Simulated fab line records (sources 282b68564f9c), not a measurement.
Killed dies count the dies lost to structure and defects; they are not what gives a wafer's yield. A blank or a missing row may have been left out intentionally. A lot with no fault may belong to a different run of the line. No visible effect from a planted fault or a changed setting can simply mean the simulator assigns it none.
A lot that was struck, set against a sound lot | flow ritCmos | 15 steps out of a route of 202
Sound: these wafers, L678.1, L678.5, L678.6. Wafers struck: L698.3, L698.4, L698.5. The cause is named last.
Per side, at each step with rows, come the tool, then ch with its chambers, and then its first start. Under that, the readings that differ: sound wafers | struck wafers | difference of the means | sigmas: that difference in standard deviations of wafers without a fault.
alike: same words and numbers on both sides, and readings whose means sit less than 2 such deviations apart. not compared: any withheld reading, any reading some wafer has no value for, any bound like >300 that may hide the same value, and any number with overlapping values for which the record gives no deviation.
Wherever a step has rows on one side only, a row that says differs or no value, or a row with sigmas, the two part there. Numbers that have no deviation but don't overlap get no sigmas and don't part them. A reading that every wafer of one side lacks parts them only if that side has two wafers or more.

RIT_GATE_STRIP_20: strips in O2, time 180 s.
  sound on plasmaAsher-03 ch 0,1, day 2 14:20; struck on plasmaAsher-01 ch 0,1, day 6 20:22
  alike: drypumpMotorCurrentA
  not compared: rfHoursCounterH
RIT_GATE_CD_MEAS_90: target cd 150 nm.
  sound: cdSem-01 at day 2 14:30; struck: cdSem-01 at day 6 20:31
  alike: cdNm
then, 4 steps without rows for these wafers: RIT_REOX_CLEAN_00 (cleans in SC1, time 600 s); RIT_REOX_CLEAN_01 (cleans in dHF, time 30 s); RIT_REOX_CLEAN_02 (cleans in SC2, time 600 s); RIT_REOX_OXIDATION_03 (target thk 25.2 nm, ox time 5580 s).
RIT_REOX_THK_MEAS_04:
  sound: filmMetro-04 at day 2 17:32; struck: filmMetro-02 at day 6 23:32
  alike: REOX_OXIDE_THK
then, 5 steps without rows for these wafers: RIT_NLDD_HMDS_00 (prime time 60 s); RIT_NLDD_COAT_01 (resist thk 1000 nm); RIT_NLDD_SOFTBAKE_02 (time 60 s); RIT_NLDD_EXPOSE_03 (exposes mask M7, target cd 40700 nm); RIT_NLDD_PEB_04.
RIT_NLDD_DEVELOP_05: develop time 50 s.
  sound on lithoTrack-03 ch 0, day 2 18:00; struck on lithoTrack-04 ch 0, day 7 00:00
reading            | sound             | struck            | difference | sigmas
developerTempC (C) | 22.88 22.94 22.86 | 21.89 22.06 21.92 | -0.94      | -8
RIT_NLDD_OVL_MEAS_06:
  sound: overlay-02 at day 2 18:37; struck: overlay-01 at day 7 00:34
  alike: NLDD_OVL
following that, these wafers have no rows for 1 step: RIT_M1_PROBE_99.

WHERE THEY PART
RIT_NLDD_DEVELOP_05 only, going by this record. Later steps at which nothing parts them and some readings are alike: RIT_NLDD_OVL_MEAS_06.

WHY: what the simulator had put in
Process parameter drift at RIT_NLDD_DEVELOP_05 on lithoTrack-04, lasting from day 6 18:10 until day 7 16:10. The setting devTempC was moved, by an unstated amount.
